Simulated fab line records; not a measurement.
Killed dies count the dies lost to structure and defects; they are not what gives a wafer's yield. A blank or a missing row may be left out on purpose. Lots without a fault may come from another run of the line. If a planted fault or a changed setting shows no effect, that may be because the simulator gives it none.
Matching of chambers | flow rit cmos | 4 sister chambers for RIT_CONTACT_ETCH_11 on rie diel-01
The step etches SiO2 in CHF3/CF4/Ar, stops on TiSi2, target depth 480 nm, time 320 s. 4 wafers are shown with their chamber, then 7 later ones without.

WAFERS, EACH WITH ITS CHAMBER
wafer  | chamber | drypump motor current A (A)
L669.3 | 1       | 5.9
L669.6 | 0       | 5.2
L670.6 | 2       | 5.3
L675.5 | 3       | 6.6

WAFERS MISSING THEIR CHAMBER
wafer  | drypump motor current A (A)
L675.6 | 5.3
L678.1 | 6.5
L678.3 | 5.3
L678.5 | 5.3
L686.1 | 5.4
L686.4 | 5.3
L686.5 | 5.3

WHICH CHAMBER EACH ONE RAN IN
wafer  | from the rows above     | in truth
L675.6 | can't be placed: 2 or 0 | 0
L678.1 | 3                       | 3
L678.3 | can't be placed: 2 or 0 | 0
L678.5 | can't be placed: 2 or 0 | 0
L686.1 | can't be placed: 2 or 0 | 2
L686.4 | can't be placed: 2 or 0 | 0
L686.5 | can't be placed: 2 or 0 | 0
Correct placement for 1 of the 7. These rows do not allow placing 6 (true chamber among the candidates in 6). Placed wrongly: 0.
How it was worked out, from the rows above alone: a wafer's distance from a chamber is the root of the sum, over the readings, of the square of ((its reading less the chamber's mean) divided by the reading's scatter). If the next closest chamber is less than 2 further off than the closest, the wafer can't be placed; otherwise it belongs to the closest. Each chamber's mean is taken over the wafers shown for it. The scatter: with one shown wafer a chamber, the root of the mean of the squares of how far each hidden wafer lies from its nearest shown one.
